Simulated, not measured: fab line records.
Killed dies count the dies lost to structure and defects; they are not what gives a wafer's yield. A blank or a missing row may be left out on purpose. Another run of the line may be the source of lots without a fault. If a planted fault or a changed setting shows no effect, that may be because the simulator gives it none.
Which tool was responsible? :: flow ritCmos :: 24 wafers from 8 lots sampled at 2 of the route's 202 steps

== WHAT THE GAUGES SHOWED, per wafer ==
RIT_PLDD_OVL_MEAS_06.
lot: L568
measured: day 3 01:24
on: overlay-02
PLDD_OVL (nm): 0.0 1.1 1.3

lot: L570
measured: day 3 11:52
on: overlay-01
PLDD_OVL (nm): 0.0 0.4 0.9

lot: L572
measured: day 3 19:35
on: overlay-01
PLDD_OVL (nm): -0.3 -2.6 -2.7

lot: L574
measured: day 4 10:34
on: overlay-01
PLDD_OVL (nm): -2.6 -0.8 -2.4

lot: L576
measured: day 4 16:25
on: overlay-02
PLDD_OVL (nm): -151.0 -151.1 -151.3

lot: L578
measured: day 5 07:26
on: overlay-01
PLDD_OVL (nm): -147.7 -148.3 -146.6

lot: L584
measured: day 6 20:31
on: overlay-01
PLDD_OVL (nm): -0.3 -4.1 -3.3

lot: L588
measured: day 8 06:35
on: overlay-01
PLDD_OVL (nm): -1.2 -1.7 -1.4

== TOOL THAT RAN EACH LOT (tool first, then ch and the chambers of the sampled wafers, then the start) ==
lot: L568
RIT_PLDD_EXPOSE_03: ilineStepper-02 ch 0, day 3 01:01

lot: L570
RIT_PLDD_EXPOSE_03: ilineStepper-02 ch 0, day 3 11:29

lot: L572
RIT_PLDD_EXPOSE_03: ilineStepper-01 ch 0, day 3 19:13

lot: L574
RIT_PLDD_EXPOSE_03: ilineStepper-01 ch 0, day 4 10:10

lot: L576
RIT_PLDD_EXPOSE_03: ilineStepper-02 ch 0, day 4 16:03

lot: L578
RIT_PLDD_EXPOSE_03: ilineStepper-02 ch 0, day 5 07:02

lot: L584
RIT_PLDD_EXPOSE_03: ilineStepper-01 ch 0, day 6 20:08

lot: L588
RIT_PLDD_EXPOSE_03: ilineStepper-01 ch 0, day 8 06:11
- RIT_PLDD_EXPOSE_03: exposes mask M8, target cd 40900 nm.

== THE ANSWER, worked out from the rows above alone ==
Rule: usual is defined by the lots themselves. The widest of any qualifying gaps counts: lots, ordered by their means at a reading, are off when they make up no more than a third of the lots, leave a main group of 4 or more, and stand apart from it by 3 or more times the standard deviation of that group's means. If all means in a main group match to the digits the tables above print for the reading, that group is not used. Also off: a lot with no number at a reading for which 4 or more lots have one. Any other lot the step has rows for is counted as sound.
Off: L576, L578, seen at RIT_PLDD_OVL_MEAS_06 (PLDD_OVL). Mean -1.1 nm and standard deviation 1.3 in the main group.
A tool fits if, at a process step before that reading, it ran every lot that is off, and no sound lot after the first of them. The gauges at RIT_PLDD_OVL_MEAS_06 are tried like those tools. One candidate fits, namely ilineStepper-02 at RIT_PLDD_EXPOSE_03. A fault onset in the window from L570 (day 3 11:29, its last sound lot) to L576 (day 4 16:03, its first lot off) fits.

== WHAT THE SIMULATOR HAD PUT IN ==
Scanner matching overlay: ilineStepper-02, from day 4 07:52 on, at RIT_PLDD_EXPOSE_03. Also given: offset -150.
Shown lots that were struck: L576, L578. This agrees with what the rule above found.
